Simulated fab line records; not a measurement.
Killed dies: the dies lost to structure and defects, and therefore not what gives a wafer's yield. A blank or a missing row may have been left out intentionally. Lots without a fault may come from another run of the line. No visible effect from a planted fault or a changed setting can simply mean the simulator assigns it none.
Commonality check across tools -- flow berkeleyCmos170 -- Sampled: 14 lots, 42 wafers

THE REASON FOR OPENING IT
At UCB170_NVT_TW_MEAS_09 the reading NVT_TW is flagged on 2 of 14 lots. Fault-free wafers read 524, with a standard deviation of 3.7.
Rule: a lot gets a flag if all its wafers with a number sit over 4 standard deviations from that mean, or if no wafer of it has a number. The other lots count as sound.

lot,measured,on,"NVT_TW, wafer by wafer",flag
L551,day 6 05:31,filmMetro-02,523 521 520,
L553,day 6 05:38,filmMetro-02,520 524 521,
L555,day 6 15:07,filmMetro-04,522 520 523,
L554,day 6 15:07,filmMetro-01,532 529 531,
L557,day 7 14:25,filmMetro-01,652 656 655,FLAGGED
L556,day 7 14:30,filmMetro-02,522 525 522,
L559,day 7 20:56,filmMetro-04,520 519 521,
L560,day 7 21:13,filmMetro-01,529 526 525,
L561,day 8 19:41,filmMetro-04,527 528 527,
L567,day 9 10:30,filmMetro-01,658 657 657,FLAGGED
L569,day 9 22:58,filmMetro-01,531 529 527,
L570,day 10 05:12,filmMetro-04,523 520 520,
L572,day 10 19:25,filmMetro-02,521 520 518,
L574,day 11 06:11,filmMetro-02,519 521 524,
On average the flagged lots' numbers are 656, which is +132 against the usual, or +36 standard deviations.

LOT BY LOT: THE TOOL USED
The record holds 2 process steps before the reading, out of a route of 331 steps. Each cell gives the tool, then ch followed by the chambers the sampled wafers passed through, then the start.
lot,flag,UCB170_ACTIVE_ETCH_15,UCB170_NVT_IMPLANT_07
L551,,"rieDiel-03 ch 0,2,3, day 4 19:15","implanter-02 ch 0, day 6 05:18"
L553,,"rieDiel-02 ch 2,3, day 4 19:01","implanter-01 ch 0, day 6 05:24"
L555,,"rieDiel-03 ch 0,3, day 5 01:44","implanter-04 ch 0, day 6 14:52"
L554,,"rieDiel-04 ch 1,2, day 5 01:28","implanter-01 ch 0, day 6 14:52"
L557,FLAGGED,"rieDiel-02 ch 2,3, day 5 22:10","implanter-04 ch 0, day 7 13:52"
L556,,"rieDiel-03 ch 0,1,3, day 5 21:58","implanter-02 ch 0, day 7 14:17"
L559,,"rieDiel-02 ch 2,3, day 6 07:42","implanter-02 ch 0, day 7 20:42"
L560,,"rieDiel-03 ch 0,2,3, day 6 07:58","implanter-04 ch 0, day 7 20:58"
L561,,"rieDiel-04 ch 0,1,2, day 7 02:57","implanter-04 ch 0, day 8 19:26"
L567,FLAGGED,"rieDiel-03 ch 0,1,3, day 7 19:23","implanter-04 ch 0, day 9 09:59"
L569,,"rieDiel-02 ch 0,1,3, day 8 07:02","implanter-02 ch 0, day 9 22:43"
L570,,"rieDiel-03 ch 0,1,2, day 8 14:39","implanter-02 ch 0, day 10 04:58"
L572,,"rieDiel-03 ch 1,2, day 9 04:24","implanter-02 ch 0, day 10 19:10"
L574,,"rieDiel-03 ch 1,2, day 9 15:05","implanter-01 ch 0, day 11 05:57"
These steps, and what they do:
- UCB170_ACTIVE_ETCH_15: etches Si3N4 in CH3F/Ar/O2, stops on SiO2, target depth 242 nm, time 151 s.
- UCB170_NVT_IMPLANT_07
- UCB170_NVT_TW_MEAS_09

FLAGGED OVER TOTAL, TOOL BY TOOL (the gauges that took the reading come last)
step,tool,lots run,flagged,share of the flagged lots,sound lots run after its first flagged lot
UCB170_ACTIVE_ETCH_15,rieDiel-02,4,1,some,"2 (L559,L569)"
UCB170_ACTIVE_ETCH_15,rieDiel-03,8,1,some,"3 (L570,L572,L574)"
UCB170_ACTIVE_ETCH_15,rieDiel-04,2,0,none,-
UCB170_NVT_IMPLANT_07,implanter-01,3,0,none,-
UCB170_NVT_IMPLANT_07,implanter-02,6,0,none,-
UCB170_NVT_IMPLANT_07,implanter-04,5,2,all,"2 (L560,L561)"
UCB170_NVT_TW_MEAS_09,filmMetro-01,5,2,all,"2 (L560,L569)"
UCB170_NVT_TW_MEAS_09,filmMetro-02,5,0,none,-
UCB170_NVT_TW_MEAS_09,filmMetro-04,4,0,none,-

THE TABLE: WHAT IT ALLOWS
In 2 table rows, all flagged lots were run: implanter-04 (UCB170_NVT_IMPLANT_07), filmMetro-01 (UCB170_NVT_TW_MEAS_09).
- implanter-04 at UCB170_NVT_IMPLANT_07: 2 of its 5 lots flagged. Sound lots ran on it after the first flagged one (L560, L561), which a lasting fault on the whole tool wouldn't allow.
- filmMetro-01 at UCB170_NVT_TW_MEAS_09: 2 of its 5 lots flagged. Sound lots ran on it after the first flagged one (L560, L569), which a lasting fault on the whole tool wouldn't allow.
Not one row of the table ran every flagged lot while running no sound lot after the first.

WHAT HAD BEEN PUT IN BY THE SIMULATOR
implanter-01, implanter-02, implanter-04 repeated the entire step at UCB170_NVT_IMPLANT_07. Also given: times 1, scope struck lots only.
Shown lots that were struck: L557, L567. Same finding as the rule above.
